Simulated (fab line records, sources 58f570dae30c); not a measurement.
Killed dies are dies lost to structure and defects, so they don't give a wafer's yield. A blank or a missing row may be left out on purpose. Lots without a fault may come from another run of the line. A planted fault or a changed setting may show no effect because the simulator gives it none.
Problem report in the 8D (eight disciplines) form, filled by code | flow berkeley_cmos170 | the parts of the form that need people (team, actions taken, sign-off) are left out

1. THE PROBLEM
run_length_s at UCB170_SCREENOX_WET_ETCH_00 reads a mean of 394.8 s on 9 wafers of 3 lots; wafers without a fault read 227.0 s with a standard deviation of 3. That is +56 standard deviations from the usual mean.
The step: etches SiO2 in dHF, time 200 s.
First seen on wafer L161.1, day 7 10:46, on wet_bench-02. The record holds 21 wafers of 7 lots with a number at this step. Rule for "out", or "out of limits": more than 4 standard deviations from the usual mean. The other wafers with a number count as sound.

2. WHAT IT IS AND WHAT IT IS NOT
question                    | is                     | is not
which readings at this step | run_length_s           | -
which lots                  | L161, L163, L164       | L157, L160, L166, L178
which wafers of those lots  | all that have a number | -
read on which tools         | wet_bench-02           | wet_bench-03
when                        | from day 7 10:46       | up to then (6 sound wafers); but 6 sound wafers of L166, L178 came after

3. SUSPECTS, AND WHAT RULES EACH OUT
Counting: a tool at a process step up to the reading stays a suspect if it ran every lot that is out and no sound lot after the first of them.
- wet_bench-02 at UCB170_SCREENOX_WET_ETCH_00 (etches SiO2 in dHF, time 200 s): kept. It ran every lot that is out, first L161 (day 7 10:46), and no sound lot after that; its last sound lot up to then is L160 (day 7 10:42). Its own readings are out on those wafers: run_length_s.
Left after counting: wet_bench-02 at UCB170_SCREENOX_WET_ETCH_00.

4. THE CAUSE (what the simulator had put in)
Process parameter drift: wet_bench-02, from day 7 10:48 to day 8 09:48, at UCB170_SCREENOX_WET_ETCH_00. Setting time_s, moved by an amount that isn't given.
Counting left only this tool.

5. THE CHAIN OF EFFECTS, in route order
Each row: a reading whose mean over the struck wafers that have a number lies more than 3 standard deviations from the usual. Only readings for which the record gives a usual standard deviation are gone through. hours: the time from each lot's start at the first step in this table that gives one to its start at this step, as a median over the lots. sigmas: the change in usual standard deviations.
hours | step                        | reading      | usual   | on struck wafers | change | sigmas
0     | UCB170_SCREENOX_WET_ETCH_00 | run_length_s | 227.0 s | 394.8            | +167.8 | +56
The process steps in it:
- UCB170_SCREENOX_WET_ETCH_00: etches SiO2 in dHF, time 200 s.

6. WHAT WOULD HAVE CAUGHT IT SOONER
In this record the first reading out of limits was taken at day 7 10:46.
